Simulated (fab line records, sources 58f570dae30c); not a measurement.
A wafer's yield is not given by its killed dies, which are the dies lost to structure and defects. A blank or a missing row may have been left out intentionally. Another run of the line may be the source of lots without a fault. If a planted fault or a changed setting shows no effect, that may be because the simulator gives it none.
Problem report, 8D (eight disciplines) form, completed by code ; flow berkeley-cmos170 ; the parts of the form that need people (team, actions taken, sign-off) are left out

1. WHAT WENT WRONG
Wafers free of any fault read 605 (standard deviation 7.3) for PFIELD_TW at UCB170_PFIELD_TW_MEAS_09, against a mean of 552 on 6 wafers of 2 lots. Measured from the usual mean, that is -7.3 standard deviations.
First seen on wafer L304.2, day 7 09:21, on film-metro-03. The record has a number at this step for 42 wafers belonging to 14 lots. By rule, "out" or "out of limits" means more than 4 standard deviations away from the usual mean. The other wafers with a number count as sound.

2. WHAT THIS IS AND IS NOT
question;is;is not
which readings at this step;PFIELD_TW;-
which lots;L304, L305;L292, L293, L294, L295, L296, L297, L299, L306, L309, L312, L313, L315
which wafers of those lots;all that have a number;-
read on which gauges;film-metro-03, film-metro-04;film-metro-01
when;from day 7 09:21;"up to then (21 sound wafers); but 15 sound wafers of L306, L309, L312, L313, L315 came after"

3. SUSPECTS, AND WHAT RULES EACH OUT
Counting: a tool stays on the suspect list if, at a process step up to the reading, it processed all lots that are out and no sound lot following the first of them.
- the gauge at UCB170_PFIELD_TW_MEAS_09 is ruled out. 2 gauges (film-metro-03, film-metro-04) read the wafers that are out.
- implanter-01 at UCB170_PFIELD_IMPLANT_07: kept. All lots that are out passed through it, beginning with L304 at day 7 09:07, and no sound lot followed; its final sound lot before that point was L297 at day 5 18:55. Its own readings are out on those wafers: dose-ions-cm2, faraday-current-uA.
Remaining after the count: implanter-01 at UCB170_PFIELD_IMPLANT_07.

4. THE CAUSE (what the simulator had put in)
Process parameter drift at UCB170_PFIELD_IMPLANT_07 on implanter-01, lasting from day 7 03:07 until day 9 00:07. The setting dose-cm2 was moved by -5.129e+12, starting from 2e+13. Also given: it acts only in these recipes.
This tool alone remained once counting was done.

5. SEQUENCE OF EFFECTS, ordered by route
Each row: a reading whose mean over the struck wafers that have a number lies more than 3 standard deviations from the usual. Scope: only readings with a usual standard deviation given in the record; hours: median across lots of the time from each lot's start at the first step in this table that gives one to its start at this step; sigmas: change in usual standard deviations.
hours;step;reading;usual;on struck wafers;change;sigmas
0;UCB170_PFIELD_IMPLANT_07;dose-ions-cm2;2e+13;1e+13;-5e+12;-99 or more
0;UCB170_PFIELD_IMPLANT_07;faraday-current-uA;63.5;46.6;-16.9;-11
0;UCB170_PFIELD_TW_MEAS_09;PFIELD_TW;605;552;-53;-7.3
Process steps it contains:
- UCB170_PFIELD_IMPLANT_07

6. WHAT WOULD HAVE CAUGHT IT SOONER
Counted from the fault's start at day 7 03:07, it took 6 hours until the first out-of-limits reading at a measuring or inspecting step in this record, taken at day 7 09:21.
The tool's own readings at UCB170_PFIELD_IMPLANT_07 were out on every struck wafer that the step has a row for (dose-ions-cm2, faraday-current-uA): an alarm limit on them would have fired on the first of those.
The start of UCB170_PFIELD_IMPLANT_07 on implanter-01 came by day 7 09:21 for every one of the lots that are out (2). A hold on the tool at that time would have spared none of them.
